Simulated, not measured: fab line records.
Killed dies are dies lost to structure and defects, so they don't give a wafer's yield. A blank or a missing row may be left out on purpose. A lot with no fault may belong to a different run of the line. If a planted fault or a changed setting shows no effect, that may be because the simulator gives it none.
Code-filled problem report in 8D (eight disciplines) form ; flow ritCmos ; the parts of the form that need people (team, actions taken, sign-off) are left out

1. WHAT IS WRONG
Mean of runLengthS at RIT_GATE_ETCH_19: 239.5 s across 6 wafers in 2 lots; on wafers with no fault it is 193.2 s (standard deviation 0.42). So: +99 or more standard deviations from the usual mean.
The step: etches poly-Si in SF6/CHF3/O2, stops on SiO2, time 165 s, target depth 312.5 nm.
Seen first at day 4 14:10 on rieSi-01, wafer L863.2. The record has a number at this step for 18 wafers belonging to 6 lots. Rule for "out", or "out of limits": more than 4 standard deviations from the usual mean. All remaining wafers that have a number are taken as sound.

2. WHAT IT IS; WHAT IT IS NOT
question;is;is not
which readings at this step;runLengthS, oesProductAu;CHF3_flow_sccm, drypumpMotorCurrentA, throttleValvePct
which lots;L863, L865;L866, L867, L870, L876
which wafers of those lots;all that have a number;-
read on which tools;rieSi-01;rieSi-02
when;from day 4 14:10;"up to then (0 sound wafers); but 12 sound wafers of L866, L867, L870, L876 came after"

3. WHAT RULES OUT EACH SUSPECT
Counting: a tool at any process step up to the reading remains a suspect when it ran all the lots that are out and ran no sound lot after the first of those.
- rieSi-01 at RIT_GATE_ETCH_19 (etches poly-Si in SF6/CHF3/O2, stops on SiO2, time 165 s, target depth 312.5 nm): kept. It ran every lot that is out, first L863 (day 4 14:10), and no sound lot after that. On those wafers its own readings are out: oesProductAu, runLengthS.
The count leaves rieSi-01 at RIT_GATE_ETCH_19.

4. THE CAUSE (what the simulator had put in)
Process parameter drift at RIT_GATE_ETCH_19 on rieSi-01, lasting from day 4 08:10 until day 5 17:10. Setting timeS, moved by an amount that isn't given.
Counting left only this tool.

5. THE EFFECT CHAIN, in route order
Rows list readings where the struck wafers' mean (over those with a number) sits beyond 3 standard deviations from the usual. Only readings whose record carries a usual standard deviation are examined. hours: median over the lots of the time between each lot's start at the first step of this table that gives one and its start at this step. sigmas: the change, counted in usual standard deviations.
hours;step;reading;usual;on struck wafers;change;sigmas
0;RIT_GATE_ETCH_19;oesProductAu;0.837 a.u.;0.697;-0.140;-11
0;RIT_GATE_ETCH_19;runLengthS;193.2 s;239.5;+46.3;+99 or more
Process steps it contains:
- RIT_GATE_ETCH_19: etches poly-Si in SF6/CHF3/O2, stops on SiO2, time 165 s, target depth 312.5 nm.

6. WHAT WOULD HAVE CAUGHT IT SOONER
The fault began at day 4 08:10; the first out-of-limits reading in this record came at day 4 14:10, 6 hours later.
